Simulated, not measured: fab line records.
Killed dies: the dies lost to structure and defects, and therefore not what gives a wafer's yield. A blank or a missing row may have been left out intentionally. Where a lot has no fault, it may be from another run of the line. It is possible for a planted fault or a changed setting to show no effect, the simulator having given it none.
Comparing a struck lot with a sound one | flow rit_cmos | 16 steps out of a route of 202
Sound: wafers L976.3, L976.5, L976.6. Wafers struck: L994.1, L994.3, L994.6. Last of all comes the cause.
At each step with rows: each side's tool, then ch and its chambers, then its first start. Under that, the readings that differ: sound wafers | struck wafers | difference of the means | sigmas: that difference in standard deviations of wafers without a fault.
alike: words and numbers the same on both sides, and readings whose means are apart by under 2 such deviations; not compared: readings that were withheld, readings missing a value for some wafer, numbers with overlapping values and no deviation given by the record, and bounds like >300 which may hide the same value.
A row with sigmas, a row that says differs or no value, or rows on one side alone: a step with any of these is where the two part. Numbers that don't overlap but have no deviation are shown without sigmas and don't part them. A reading missing from all wafers of one side parts the sides only when that side holds two or more wafers.

RIT_PWELL_TW_MEAS_10:
  sound on film_metro-01 at day 1 22:53; struck on film_metro-04 at day 5 17:13
  alike: PWELL_TW
then, 1 step without rows for these wafers: RIT_WELLDRIVE_ANNEAL_00 (time 14700 s).
RIT_WELLDRIVE_RS_MEAS_01: uses a four-point probe to measure.
  sound on film_metro-02 at day 2 04:26; struck on film_metro-02 at day 5 22:22
  alike: NWELL_RS
RIT_WELLDRIVE_RS_MEAS_02: uses a four-point probe to measure.
  sound on film_metro-02 at day 2 04:33; struck on film_metro-02 at day 5 22:29
  alike: PWELL_RS
then, 6 steps without rows for these wafers: RIT_NRETRO_HMDS_00 (prime time 60 s); RIT_NRETRO_COAT_01 (resist thk 1300 nm); RIT_NRETRO_SOFTBAKE_02 (time 60 s); RIT_NRETRO_EXPOSE_03 (exposes mask M4, target cd 43900 nm); RIT_NRETRO_PEB_04; RIT_NRETRO_DEVELOP_05 (develop time 68 s).
RIT_NRETRO_OVL_MEAS_06:
  sound on overlay-01 at day 2 05:39; struck on overlay-02 at day 5 23:36
  alike: NRETRO_OVL
then, 1 step without rows for these wafers: RIT_NRETRO_HARDBAKE_07 (time 120 s).
RIT_NRETRO_IMPLANT_08:
  sound on implanter-02 ch 0, day 2 05:59; struck on implanter-04 ch 0, day 6 00:00
  reading            | sound                         | struck                           | difference  | sigmas
  dose_ions_cm2      | 9.992e+12 9.994e+12 9.997e+12 | 1.4139e+13 1.4139e+13 1.4138e+13 | +4.1443e+12 | +99 or more
  faraday_current_uA | 31.7 31.2 31.0                | 45.2 44.9 44.7                   | +13.6       | +24
  alike: beam_on_s
RIT_NRETRO_STRIP_09: strips in O2, time 180 s.
  sound on plasma_asher-01 ch 0,1, day 2 06:08; struck on plasma_asher-02 ch 0,1, day 6 00:09
  alike: drypump_motor_current_A
  not compared: rf_hours_counter_h
RIT_NRETRO_TW_MEAS_10:
  sound on film_metro-03 at day 2 06:16; struck on film_metro-01 at day 6 00:34
  reading   | sound          | struck         | difference | sigmas
  NRETRO_TW | 1055 1056 1056 | 1150 1157 1147 | +96        | +8
  not compared: hold
RIT_M1_PROBE_99:
  rows exist in the record for the struck wafers here (prober-01, day 7 16:10), but not for the sound ones

## WHERE THEY PART
First at RIT_NRETRO_IMPLANT_08; last, within this record, at RIT_M1_PROBE_99.

WHY: what had been put in by the simulator
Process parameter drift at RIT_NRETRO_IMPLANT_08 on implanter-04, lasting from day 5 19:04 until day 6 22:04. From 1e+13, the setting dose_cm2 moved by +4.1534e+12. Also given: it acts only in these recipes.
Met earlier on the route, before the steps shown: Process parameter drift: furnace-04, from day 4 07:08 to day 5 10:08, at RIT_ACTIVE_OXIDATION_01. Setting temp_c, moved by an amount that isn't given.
